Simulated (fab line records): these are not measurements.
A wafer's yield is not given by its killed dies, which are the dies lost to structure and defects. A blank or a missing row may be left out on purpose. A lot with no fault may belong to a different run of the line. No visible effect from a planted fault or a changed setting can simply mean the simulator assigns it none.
Struck lot and sound lot, side by side -- flow rit-cmos -- 14 steps out of a route of 202
Sound: wafers L978.2, L978.3, L978.5. Wafers L980.1, L980.3, L980.6 were the ones struck. Last of all comes the cause.
Per side, at each step with rows, come the tool, then ch with its chambers, and then its first start. Under that, the readings that differ: sound wafers -- struck wafers -- difference of the means -- sigmas: that difference in standard deviations of wafers without a fault.
alike: words and numbers the same on both sides, and readings whose means are apart by under 2 such deviations; not compared: readings that were withheld, readings missing a value for some wafer, numbers with overlapping values and no deviation given by the record, and bounds like >300 which may hide the same value.
A row with sigmas, a row that says differs or no value, or rows on one side alone: a step with any of these is where the two part. When numbers do not overlap yet have no deviation, they are printed without sigmas and do not part them. A reading missing from all wafers of one side parts the sides only when that side holds two or more wafers.

first, 2 steps without rows for these wafers: RIT_PLDD_PEB_04; RIT_PLDD_DEVELOP_05 (develop time 50 s).
RIT_PLDD_OVL_MEAS_06:
  sound on overlay-01, day 3 05:44; struck on overlay-01, day 3 07:43
  alike: PLDD_OVL
then, 2 steps without rows for these wafers: RIT_PLDD_HARDBAKE_07 (time 60 s); RIT_PLDD_IMPLANT_08.
RIT_PLDD_STRIP_09: strips in O2, time 180 s.
  sound on plasma-asher-01 ch 0,1, day 3 06:04; struck on plasma-asher-03 ch 0, day 3 08:04
  alike: drypump-motor-current-A
  not compared: rf-hours-counter-h
RIT_PLDD_TW_MEAS_10:
  sound on film-metro-03, day 3 06:16; struck on film-metro-04, day 3 08:14
  alike: PLDD_TW
then, 4 steps without rows for these wafers: RIT_SPACER_CLEAN_00 (cleans in SC1, time 600 s); RIT_SPACER_CLEAN_01 (cleans in dHF, time 30 s); RIT_SPACER_CLEAN_02 (cleans in SC2, time 600 s); RIT_SPACER_CVD_03 (deposits Si3N4 from SiH2Cl2/NH3, target thk 250 nm, time 3300 s).
RIT_SPACER_THK_MEAS_04:
  sound on film-metro-04, day 3 08:37; struck on film-metro-01, day 3 11:23
  alike: SPACER_NITRIDE_THK
RIT_SPACER_ETCHBACK_05: etches Si3N4 in SF6/CHF3, stops on SiO2, target depth 250 nm, time 240 s.
  sound on rie-diel-02 ch 0,1,2, day 3 08:40; struck on rie-diel-03 ch 0,2, day 3 11:26
  no value came back on the struck wafers for any of 5 readings (CHF3_flow_sccm (sccm), SF6_flow_sccm (sccm) and others); on the sound wafers CHF3_flow_sccm (sccm) reads 30.04 30.05 29.93
reading,sound,struck,difference,sigmas
model.poly-Si_of_GATE_CVD_08.thk-nm (nm),166.1 166.8 167.2,234.8 233.8 235.8,+68.1,
model.Si3N4_of_SPACER_CVD_03.thk-nm (nm),193.7 195.9 195.1,252.3 252.9 252.5,+57.7,
model.SiO2_of_FOX2_OXIDATION_00.thk-nm (nm),178.5 176.4 170.4,232.2 239.5 231.1,+59.2,
  not compared: rf-hours-counter-h
RIT_M1_PROBE_99:
  sound on prober-02, day 3 20:17; struck on prober-02, day 3 23:14
reading,sound,struck,difference,sigmas
killed-at-front-end,4 8 6,264 263 264,+258,+95
killed-dies,4 8 6,264 264 264,+258,+96
killed-on-rim,2 3 3,70 70 70,+67,+48
  alike: killed_at_M0_to_M3, killed-at-contacts, killed-open, killed-short

== WHERE THEY PART ==
At RIT_SPACER_ETCHBACK_05 first; at RIT_M1_PROBE_99 last (within this record only).

WHY: the cause the simulator had injected
Step skipped in full: rie-diel-03, at RIT_SPACER_ETCHBACK_05, from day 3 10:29 onward. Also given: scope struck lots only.
